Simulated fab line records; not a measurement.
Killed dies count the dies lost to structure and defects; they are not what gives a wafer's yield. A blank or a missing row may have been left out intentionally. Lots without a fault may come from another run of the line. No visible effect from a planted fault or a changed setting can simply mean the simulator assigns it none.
fab line records -- flow rit-cmos -- part 2 of 2: steps 26 to 35 of 35
record: lots: 5, wafers: 15, last-day: 7
route steps=202 shown PSD@143 SDANNEAL@153 NSD@158 PLDD@159 NLDD@160 SILICIDE@161 CONTACT@168
lots with no fault: from the same line, run without faults
start-h: hours from the record's first day to the start of the lot's first wafer shown -- wait-h: hours elapsed since this lot's preceding step -- " the same as in the row above -- L1.1+2: one row covering several wafers at once -- - no value, or no start was given -- * or withheld: withheld -- < > ~ a bound
route shown NAME@n: names a module that has steps shown in the file, with the first one's number in the route -- usual: average and standard deviation across the fault-free wafers -- same: alike in all rows -- chamber/n: place in a boat -- sites: the reading at each site -- _std_site: the standard deviation of these -- _edge_site: the outer-site mean with the inner-site mean subtracted -- radius-mm: how far each site lies from the wafer's centre -- mask NAME#n: copy n -- behind: the last tool/chamber to shape the wafer -- hold: cause of the lot's hold/its duration in hours/its outcome -- device: which transistor (n, p or np) failed to switch -- end of line: the same wafers' tests at the end of the route -- where a step has no rows: the recipe by itself -- killed: at the first sort, the dies lost to defects and structure; wafer yield is something else -- map: the dies of a wafer, with x for killed, . for not killed, _ for no die there
set.NAME: the run value of the setting; set.NAME@STEP: its run value at that earlier step -- model.NAME: the simulator's own value behind a step, which no gauge read
lots at selected steps of the route; one table per step, one row per wafer
services: the hour from which a tool's chamber was out of use, counted from the record's first day as start-h (under 0 if before that day), plus the number of hours and why
== steps ==
step: RIT_CONTACT_CVD_00
recipe: material: SiO2, target-thk-nm: 400, precursor: TEOS, temp-c: 390, time-s: 61, rf-w: 400
usual: heater-power-w: 314/45, rf-fwd-power-W: 396.1/1.6, susceptor-temp-C: 390.02/0.22
lot.wafer,tool,chamber,start-h,wait-h,heater-power-w,rf-fwd-power-W,susceptor-temp-C
L077.2,pecvd-02,2,66.46,0.0,336,394.6,390.39
L077.3,pecvd-02,2,66.46,0.0,338,395.8,390.47
L077.6,pecvd-02,2,66.46,0.0,344,394.4,390.39
L078.3,pecvd-04,0,79.42,0.0,267,397.2,390.21
L078.4,pecvd-04,1,79.42,0.0,303,398.3,390.15
L078.6,pecvd-04,0,79.42,0.0,280,397.0,390.02
L081.2,pecvd-04,1,85.89,0.0,238,396.3,390.04
L081.4,pecvd-04,2,85.89,0.0,384,399.8,389.99
L081.5,pecvd-04,0,85.89,0.0,308,397.3,389.69
L093.1,pecvd-04,2,148.19,0.1,332,394.6,389.94
L093.4,pecvd-04,0,148.19,0.1,279,398.9,390.25
L093.5,pecvd-04,1,148.19,0.1,274,395.6,390.07
L096.1,pecvd-04,2,162.77,0.1,367,396.6,389.99
L096.3,pecvd-04,1,162.77,0.1,289,396.3,389.96
L096.6,pecvd-04,1,162.77,0.1,300,394.1,390.28
step: RIT_CONTACT_THK_MEAS_01
recipe: reads: SiO2_of_CONTACT_CVD_00
usual: CONTACT_TEOS_THK: 401/4.6
lot.wafer,tool,chamber,start-h,wait-h,CONTACT_TEOS_THK[nm]
L077.2,film-metro-02,-,66.54,0.1,396
L077.3,film-metro-02,-,66.54,0.1,402
L077.6,film-metro-02,-,66.54,0.1,405
L078.3,film-metro-01,-,79.49,0.0,392
L078.4,film-metro-01,-,79.49,0.0,410
L078.6,film-metro-01,-,79.49,0.0,404
L081.2,film-metro-04,-,85.95,0.0,399
L081.4,film-metro-04,-,85.95,0.0,406
L081.5,film-metro-04,-,85.95,0.0,403
L093.1,film-metro-02,-,148.25,0.0,400
L093.4,film-metro-02,-,148.25,0.0,398
L093.5,film-metro-02,-,148.25,0.0,402
L096.1,film-metro-04,-,162.82,0.0,401
L096.3,film-metro-04,-,162.82,0.0,397
L096.6,film-metro-04,-,162.82,0.0,406
step: RIT_CONTACT_HMDS_02
recipe: prime-time-s: 60, prime-temp-c: 140
usual: exhaust-pa: 45.3/0.89
lot.wafer,tool,chamber,start-h,wait-h,exhaust-pa
L077.2,litho-track-01,0,66.62,0.1,43.8
L077.3,litho-track-01,0,66.62,0.1,44.6
L077.6,litho-track-01,0,66.62,0.1,44.0
L078.3,litho-track-01,0,79.70,0.2,44.6
L078.4,litho-track-01,0,79.70,0.2,45.0
L078.6,litho-track-01,0,79.70,0.2,43.9
L081.2,litho-track-01,0,86.02,0.1,45.5
L081.4,litho-track-01,0,86.02,0.1,47.1
L081.5,litho-track-01,0,86.02,0.1,46.3
L093.1,litho-track-01,0,148.31,0.1,44.8
L093.4,litho-track-01,0,148.31,0.1,46.1
L093.5,litho-track-01,0,148.31,0.1,44.8
L096.1,litho-track-01,0,162.88,0.1,45.1
L096.3,litho-track-01,0,162.88,0.1,44.4
L096.6,litho-track-01,0,162.88,0.1,44.6
step: RIT_CONTACT_COAT_03
recipe: resist: NOVOLAK, spin-rpm: 3250, resist-thk-nm: 1000
usual: exhaust-pa: 44.9/0.78
lot.wafer,tool,chamber,start-h,wait-h,exhaust-pa
L077.2,litho-track-01,0,66.77,0.1,43.6
L077.3,litho-track-01,0,66.77,0.1,44.3
L077.6,litho-track-01,0,66.77,0.1,43.2
L078.3,litho-track-01,0,79.85,0.1,44.7
L078.4,litho-track-01,0,79.85,0.1,44.3
L078.6,litho-track-01,0,79.85,0.1,44.6
L081.2,litho-track-01,0,86.17,0.1,46.0
L081.4,litho-track-01,0,86.17,0.1,44.3
L081.5,litho-track-01,0,86.17,0.1,44.0
L093.1,litho-track-01,0,148.46,0.1,45.7
L093.4,litho-track-01,0,148.46,0.1,45.3
L093.5,litho-track-01,0,148.46,0.1,46.7
L096.1,litho-track-01,0,163.03,0.1,45.5
L096.3,litho-track-01,0,163.03,0.1,45.3
L096.6,litho-track-01,0,163.03,0.1,46.3
step: RIT_CONTACT_SOFTBAKE_04
recipe: resist: NOVOLAK, temp-c: 90, time-s: 60
usual: exhaust-pa: 45.0/0.94, plate-temp-C: 90.02/0.11
lot.wafer,tool,chamber,start-h,wait-h,exhaust-pa,plate-temp-C
L077.2,litho-track-01,0,66.92,0.1,44.4,90.08
L077.3,litho-track-01,0,66.92,0.1,45.1,90.01
L077.6,litho-track-01,0,66.92,0.1,45.0,89.97
L078.3,litho-track-01,0,80.00,0.1,44.8,90.05
L078.4,litho-track-01,0,80.00,0.1,45.8,89.95
L078.6,litho-track-01,0,80.00,0.1,44.9,90.03
L081.2,litho-track-01,0,86.32,0.1,44.7,90.16
L081.4,litho-track-01,0,86.32,0.1,44.6,90.01
L081.5,litho-track-01,0,86.32,0.1,44.8,90.00
L093.1,litho-track-01,0,148.61,0.1,43.6,89.85
L093.4,litho-track-01,0,148.61,0.1,45.0,89.92
L093.5,litho-track-01,0,148.61,0.1,44.4,89.83
L096.1,litho-track-01,0,163.18,0.1,44.7,89.88
L096.3,litho-track-01,0,163.18,0.1,45.4,89.94
L096.6,litho-track-01,0,163.18,0.1,45.1,90.01
step: RIT_CONTACT_EXPOSE_05
recipe: mask-id: M11, na: 0.6, source-shape: conventional, sigma-outer: 0.5, target-cd-nm: 1000, dose-mj: 250
usual: exposure-dose-mJ-cm2: 249.93/0.26
same: sigma-outer: 0.5
lot.wafer,tool,chamber,start-h,wait-h,mask,exposure-dose-mJ-cm2
L077.2,iline-stepper-02,0,67.19,0.2,M11#0,249.83
L077.3,iline-stepper-02,0,67.19,0.2,M11#0,249.60
L077.6,iline-stepper-02,0,67.19,0.2,M11#0,249.73
L078.3,iline-stepper-02,0,80.19,0.2,M11#0,250.09
L078.4,iline-stepper-02,0,80.19,0.2,M11#0,250.06
L078.6,iline-stepper-02,0,80.19,0.2,M11#0,250.12
L081.2,iline-stepper-01,0,86.59,0.2,M11#0,249.37
L081.4,iline-stepper-01,0,86.59,0.2,M11#0,249.81
L081.5,iline-stepper-01,0,86.59,0.2,M11#0,249.74
L093.1,iline-stepper-02,0,148.88,0.2,M11#0,250.28
L093.4,iline-stepper-02,0,148.88,0.2,M11#0,249.92
L093.5,iline-stepper-02,0,148.88,0.2,M11#0,250.00
L096.1,iline-stepper-01,0,163.33,0.1,M11#0,250.44
L096.3,iline-stepper-01,0,163.33,0.1,M11#0,250.20
L096.6,iline-stepper-01,0,163.33,0.1,M11#0,250.42
step: RIT_CONTACT_PEB_06
recipe: resist: NOVOLAK, temp-c: withheld, time-s: withheld
usual: exhaust-pa: 45.0/0.99
lot.wafer,tool,chamber,start-h,wait-h,exhaust-pa
L077.2,litho-track-01,0,67.31,0.1,44.9
L077.3,litho-track-01,0,67.31,0.1,43.3
L077.6,litho-track-01,0,67.31,0.1,45.4
L078.3,litho-track-01,0,80.43,0.2,47.3
L078.4,litho-track-01,0,80.43,0.2,45.7
L078.6,litho-track-01,0,80.43,0.2,46.4
L081.2,litho-track-04,0,86.72,0.1,43.3
L081.4,litho-track-04,0,86.72,0.1,44.3
L081.5,litho-track-04,0,86.72,0.1,45.2
L093.1,litho-track-01,0,149.00,0.1,45.6
L093.4,litho-track-01,0,149.00,0.1,44.1
L093.5,litho-track-01,0,149.00,0.1,45.7
L096.1,litho-track-04,0,163.44,0.1,46.5
L096.3,litho-track-04,0,163.44,0.1,45.7
L096.6,litho-track-04,0,163.44,0.1,44.5
step: RIT_CONTACT_DEVELOP_07
recipe: resist: NOVOLAK, develop-time-s: 120, dev-temp-c: 23
usual: exhaust-pa: 45.0/0.91
lot.wafer,tool,chamber,start-h,wait-h,exhaust-pa
L077.2,litho-track-01,0,-,-,46.3
L077.3,litho-track-01,0,-,-,44.0
L077.6,litho-track-01,0,-,-,45.6
L078.3,litho-track-01,0,-,-,44.4
L078.4,litho-track-01,0,-,-,44.9
L078.6,litho-track-01,0,-,-,45.3
L081.2,litho-track-04,0,-,-,45.6
L081.4,litho-track-04,0,-,-,46.3
L081.5,litho-track-04,0,-,-,44.2
L093.1,litho-track-01,0,-,-,44.8
L093.4,litho-track-01,0,-,-,43.8
L093.5,litho-track-01,0,-,-,44.7
L096.1,litho-track-04,0,-,-,44.9
L096.3,litho-track-04,0,-,-,44.7
L096.6,litho-track-04,0,-,-,45.1
step: RIT_CONTACT_CD_MEAS_08
recipe: target-cd-nm: 1000
usual: cd-nm: 999.8/2.2
lot.wafer,tool,chamber,start-h,wait-h,cd-nm
L077.2,cd-sem-02,-,67.71,-,1000.1
L077.3,cd-sem-02,-,67.71,-,1002.1
L077.6,cd-sem-02,-,67.71,-,999.3
L078.3,cd-sem-02,-,80.82,-,996.0
L078.4,cd-sem-02,-,80.82,-,995.9
L078.6,cd-sem-02,-,80.82,-,998.9
L081.2,cd-sem-02,-,87.15,-,997.7
L081.4,cd-sem-02,-,87.15,-,997.7
L081.5,cd-sem-02,-,87.15,-,997.8
L093.1,cd-sem-01,-,149.40,-,996.7
L093.4,cd-sem-01,-,149.40,-,999.7
L093.5,cd-sem-01,-,149.40,-,996.4
L096.1,cd-sem-01,-,163.84,-,998.3
L096.3,cd-sem-01,-,163.84,-,998.1
L096.6,cd-sem-01,-,163.84,-,997.8
step: RIT_CONTACT_OVL_MEAS_09
usual: CONTACT_OVL: 0.0/1.3
lot.wafer,tool,chamber,start-h,wait-h,CONTACT_OVL[nm]
L077.2,overlay-02,-,67.81,0.1,-0.6
L077.3,overlay-02,-,67.81,0.1,-1.0
L077.6,overlay-02,-,67.81,0.1,-0.9
L078.3,overlay-01,-,80.91,0.1,-1.6
L078.4,overlay-01,-,80.91,0.1,-2.2
L078.6,overlay-01,-,80.91,0.1,-1.7
L081.2,overlay-02,-,87.26,0.1,-0.9
L081.4,overlay-02,-,87.26,0.1,-1.7
L081.5,overlay-02,-,87.26,0.1,-2.9
L093.1,overlay-01,-,149.52,0.1,0.2
L093.4,overlay-01,-,149.52,0.1,0.9
L093.5,overlay-01,-,149.52,0.1,-1.2
L096.1,overlay-01,-,163.96,0.1,-3.2
L096.3,overlay-01,-,163.96,0.1,-0.9
L096.6,overlay-01,-,163.96,0.1,-1.7
== services ==
tool,chamber,start-h,hours,kind
iline-stepper-02,-,39.74,16.8,repair
wet-bench-02,-,43.25,4.5,repair
wet-bench-01,-,43.87,2.8,repair
pecvd-02,1,49.41,18.8,repair
pvd-sputter-04,-,50.98,1.8,repair
iline-stepper-02,-,56.49,8.9,pm
pvd-sputter-04,-,59.30,7.0,repair
wet-bench-02,-,75.96,1.9,pm
implanter-03,-,79.07,1.1,repair
plasma-asher-02,-,80.01,1.5,repair
iline-stepper-01,-,98.45,4.4,pm
plasma-asher-02,-,108.75,9.0,pm
plasma-asher-02,0,108.75,9.0,vent-cycle
plasma-asher-02,1,108.75,9.0,vent-cycle
implanter-01,-,108.82,1.0,repair
implanter-01,-,113.45,3.3,repair
implanter-04,-,117.52,5.8,repair
pecvd-04,-,119.18,0.8,repair
implanter-01,-,124.49,5.1,repair
plasma-asher-02,-,137.37,1.0,repair
implanter-01,-,140.37,3.2,repair
implanter-03,-,142.94,0.9,repair
wet-bench-01,-,154.61,0.8,repair
pvd-sputter-01,-,157.75,6.6,repair
